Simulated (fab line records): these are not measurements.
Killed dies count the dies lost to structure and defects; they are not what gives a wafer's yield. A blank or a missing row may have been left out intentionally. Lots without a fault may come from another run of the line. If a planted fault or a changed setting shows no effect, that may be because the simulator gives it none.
fab line records ; flow rit-cmos
record: lots: 14; wafers: 42; last-day: 8
route steps=202 shown M1@196
lots untouched by any fault: they come from a run of this same line in which no faults occurred
start-h: hours from the record's opening day to when the first of the lot's shown wafers began ; wait-h: hours since the lot's step before ; " the same as in the row above ; L1.1+2: one row covering several wafers at once ; - value missing, or start not given ; * or withheld: withheld ; < > ~ a bound
route shown NAME@n: a module of which the file shows steps, and the number in the route of the first ; usual: average and standard deviation across the fault-free wafers ; same: alike in all rows ; chamber/n: place in a boat ; sites: each site's reading ; _std_site: the values' standard deviation ; _edge_site: inner sites' mean taken away from outer sites' mean ; radius-mm: for every site, how far away it sits from the centre of the wafer ; mask NAME#n: copy n ; behind: the tool/chamber that last shaped the wafer ; hold: what put the lot on hold/how long, in hours/how the hold closed ; device: whichever transistor did not switch (one of n, p or np) ; end of line: at the end of the route, the tests of the same wafers ; for a step that has no rows: nothing shown but its recipe ; killed: not the wafer's yield, but the dies lost to structure and defects at the first sort ; map: dies across one wafer; x = killed, . = not, _ = none there
set.NAME: the setting as run; set.NAME@STEP: as run at that earlier step ; model.NAME: the simulator's own value behind a step, which no gauge read
a sample of lots followed through the steps of the route, with each step as a table and each wafer as a row
services: a tool's chamber out of use, with start hour (start-h, from the record's first day; less than 0 if before it), hours out, and reason
== steps ==
step: RIT_M1_METAL_ETCH_12
recipe: stop-on: SiO2; chemistry: Cl2/BCl3; target: Al; time-s: 165; over-etch-frac: 0.5; pressure-mtorr: 100; target-depth-a: 6000; rf-w: 250; Cl2_flow_sccm: 60; bcl3-flow-sccm: 50
usual: drypump-motor-current-A: 6.1/0.44; oes-product-au: 0.779/0.011; throttle-valve-pct: 8.23/0.12
lot.wafer;tool;chamber;start-h;wait-h;drypump-motor-current-A;oes-product-au;rf-hours-counter-h;throttle-valve-pct
L857.3;rie-metal-02;1;67.32;0.2;5.9;0.772;-;8.27
L857.5;rie-metal-02;1;67.32;0.2;5.9;0.780;-;8.28
L857.6;rie-metal-02;0;67.32;0.2;6.0;0.770;-;8.16
L858.1;rie-metal-01;0;73.75;0.2;5.5;0.778;35;8.48
L858.2;rie-metal-01;1;73.75;0.2;6.6;0.778;39;8.12
L858.5;rie-metal-01;1;73.75;0.2;6.6;0.793;-;8.12
L859.1;rie-metal-04;0;79.38;0.2;6.8;0.770;2;8.09
L859.4;rie-metal-04;1;79.38;0.2;5.7;0.783;-;8.31
L859.5;rie-metal-04;1;79.38;0.2;5.7;0.787;-;8.29
L860.2;rie-metal-02;0;82.46;0.2;6.0;0.768;4;8.15
L860.3;rie-metal-02;0;82.46;0.2;5.9;0.766;-;8.18
L860.5;rie-metal-02;0;82.46;0.2;5.9;0.767;-;8.17
L864.1;rie-metal-01;0;99.22;0.2;5.5;0.785;35;8.48
L864.3;rie-metal-01;0;99.22;0.2;5.5;0.789;-;8.46
L864.6;rie-metal-01;1;99.22;0.2;6.6;0.800;-;8.14
L865.1;rie-metal-04;0;105.64;0.2;6.8;0.775;3;8.09
L865.2;rie-metal-04;1;105.64;0.2;5.7;0.786;3;8.28
L865.4;rie-metal-04;1;105.64;0.2;5.7;0.798;-;8.27
L866.2;rie-metal-02;1;111.20;0.2;5.9;0.783;4;8.27
L866.4;rie-metal-02;1;111.20;0.2;5.9;0.784;-;8.26
L866.6;rie-metal-02;1;111.20;0.2;5.9;0.788;-;8.25
L867.3;rie-metal-01;1;112.53;0.2;6.6;0.794;-;8.12
L867.4;rie-metal-01;0;112.53;0.2;5.5;0.772;-;8.47
L867.5;rie-metal-01;0;112.53;0.2;5.5;0.783;-;8.48
L868.1;rie-metal-04;0;118.85;0.2;6.8;0.770;3;8.10
L868.3;rie-metal-04;1;118.85;0.2;5.7;0.784;-;8.29
L868.6;rie-metal-04;0;118.85;0.2;6.8;0.749;-;8.11
L872.1;rie-metal-02;1;138.93;0.2;5.9;0.779;5;8.27
L872.4;rie-metal-02;0;138.93;0.2;5.9;0.767;-;8.15
L872.5;rie-metal-02;0;138.93;0.2;6.0;0.777;-;8.16
L874.1;rie-metal-02;0;150.08;0.2;5.9;0.759;5;8.18
L874.4;rie-metal-02;1;150.08;0.2;5.9;0.767;-;8.26
L874.6;rie-metal-02;0;150.08;0.2;6.0;0.763;-;8.17
L875.3;rie-metal-01;1;156.75;0.2;6.6;0.796;-;8.12
L875.4;rie-metal-01;0;156.75;0.2;5.6;0.786;-;8.47
L875.5;rie-metal-01;1;156.75;0.2;6.6;0.795;-;8.14
L878.2;rie-metal-01;1;167.69;0.2;6.6;0.794;0;8.12
L878.5;rie-metal-01;1;167.69;0.2;6.6;0.806;-;8.11
L878.6;rie-metal-01;0;167.69;0.2;5.5;0.785;-;8.46
L880.1;rie-metal-02;1;179.13;0.2;5.9;0.771;5;8.27
L880.2;rie-metal-02;0;179.13;0.2;5.9;0.773;6;8.16
L880.3;rie-metal-02;1;179.13;0.2;5.9;0.780;-;8.26
step: RIT_M1_PROBE_99
usual: defect-limited-yield: 97.5/1.1; killed_at_M0_to_M3: 0.0/0.14; killed-at-contacts: 0.1/0.27; killed-at-front-end: 6.5/2.8; killed-dies: 6.6/2.8; killed-open: 3.5/2; killed-short: 3.2/1.8; sort_bin_3_pad_short: 0.1/0.26; sort_bin_5_function: 1.5/0.72; sort_bin_6_memory: 0.9/0.67; sort-n-pass: 257.4/2.8; sort-yield-pct: 97.5/1.1
same: gross-dies: 264; killed_at_M4_up: 0; killed-at-back-side: 0; killed-at-other: 0
lot.wafer;tool;chamber;start-h;wait-h;defect-limited-yield[%];killed_at_M0_to_M3;killed-at-contacts;killed-at-front-end;killed-dies;killed-open;killed-short;sort_bin_3_pad_short[%];sort_bin_5_function[%];sort_bin_6_memory[%];sort-n-pass;sort-yield-pct[%]
L865.1;prober-02;-;107.89;0.1;96.2;5;0;5;10;1;4;0.8;1.9;1.1;254.0;96.2
L865.2;prober-02;-;107.94;0.1;97.3;0;0;7;7;2;4;0;1.5;1.1;257.0;97.3
L865.4;prober-02;-;108.04;0.2;97.7;0;0;6;6;4;2;0;1.5;0.8;258.0;97.7
L868.1;prober-01;-;121.10;0.1;94.3;10;0;5;15;5;0;0;2.7;3.0;249.0;94.3
L868.3;prober-01;-;121.20;0.2;98.1;0;0;5;5;0;5;0;1.9;0;259.0;98.1
L868.6;prober-01;-;121.35;0.2;96.2;6;0;4;10;1;3;0.4;2.7;0.8;254.0;96.2
killed by level:class
L865.1 M1:unspecified=5 FOX1:geometric-particle:short=1 FOX1:geometric-particle:open=1 REOX:geometric-particle:short=1 SPACER:geometric-particle:short=1 SILICIDE:geometric-particle:short=1
L865.2 SPACER:geometric-particle:short=2 FOX1:geometric-particle:open=1 GATE:geometric-particle:short=1 SILICIDE:geometric-particle:open=1 SILICIDE:geometric-particle:short=1 PWELL:coat-microbubble-printed=1
L865.4 GATE:geometric-particle:open=2 SILICIDE:geometric-particle:short=2 FOX1:geometric-particle:open=1 SPACER:geometric-particle:open=1
L868.1 M1:unspecified=10 SILICIDE:geometric-particle:open=2 FOX1:geometric-particle:open=1 GATE:geometric-particle:open=1 REOX:geometric-particle:open=1
L868.3 GATE:geometric-particle:short=3 SPACER:geometric-particle:short=2
L868.6 M1:unspecified=6 GATE:geometric-particle:open=1 REOX:geometric-particle:short=1 SPACER:geometric-particle:short=1 SILICIDE:geometric-particle:short=1
== services ==
tool;chamber;start-h;hours;kind
rie-metal-02;1;54.44;2.8;repair
rie-metal-04;-;92.72;0.5;repair
rie-metal-02;0;127.95;6.3;repair
rie-metal-01;-;136.12;20.0;pm
rie-metal-01;0;136.12;20.0;vent-cycle
rie-metal-01;1;136.12;20.0;vent-cycle
rie-metal-01;0;156.12;-;clean
rie-metal-01;1;156.12;-;clean
== key ==
first-sign: step: RIT_M1_PROBE_99; reading: killed_at_M0_to_M3; direction: up; sigmas: 7; usual: 0.0; struck: 7
effect none on later readings
met-at RIT_M1_METAL_ETCH_12
struck-lots L865,L868
struck-wafers L865.1,L868.1,L868.6
onset-between 79.38 105.64
fault: kind: chamber-particle-source; tool: rie-metal-04; chamber: 0; onset-h: 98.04; steps: RIT_M1_METAL_ETCH_12; rate-per-visit-cm2: 0.032647; end-h: 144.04
